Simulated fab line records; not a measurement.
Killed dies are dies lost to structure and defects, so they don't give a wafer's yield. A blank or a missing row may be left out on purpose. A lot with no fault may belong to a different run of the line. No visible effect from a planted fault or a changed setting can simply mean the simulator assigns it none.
Matching of chambers    flow berkeley-cmos170    4 sister chambers for UCB170_V1_CMP_02 on cmp-01
The step polishes SiO2. 14 wafers are shown with their chamber, then 7 later ones without.

## WAFERS, EACH WITH ITS CHAMBER
wafer   chamber  motor-current-A (A)
L803.2  3        19.3
L803.3  2        16.2
L803.6  0        13.8
L806.1  1        18.2
L806.2  3        20.7
L806.3  0        13.4
L810.1  2        14.3
L810.3  3        20.7
L810.5  3        21.0
L815.2  1        17.7
L815.4  0        13.2
L815.6  3        19.2
L814.1  2        15.1
L814.3  1        17.4

SIGNATURES, as means of the wafers listed above
reading          chamber 0  chamber 1  chamber 2  chamber 3  scatter within a chamber
motor-current-A  13.467     17.767     15.200     20.180     0.727
Rule: a wafer's distance from a chamber is the root of the sum, over the readings, of the square of ((its reading less the chamber's mean) divided by the reading's scatter). If the next closest chamber is less than 2 further off than the closest, the wafer can't be placed; otherwise it belongs to the closest. How the scatter is found: for the shown wafers, subtract from each reading the mean of its chamber, square and add these, divide the total by (wafers less chambers), then take the root.

## WAFERS WITH NO CHAMBER GIVEN
wafer   motor-current-A (A)
L814.6  20.9
L822.2  13.5
L822.4  16.5
L822.5  18.1
L824.2  15.9
L824.3  20.0
L824.5  20.5

## THE CHAMBER EACH PASSED THROUGH
wafer   from the rows above      in truth
L814.6  3                        3
L822.2  0                        0
L822.4  can't be placed: 1 or 2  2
L822.5  1                        1
L824.2  can't be placed: 2 or 1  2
L824.3  3                        3
L824.5  3                        3
Correctly placed: 5 of 7. Not placeable from these rows: 2 (in 2, the candidates include the true chamber). 0 placed wrongly.
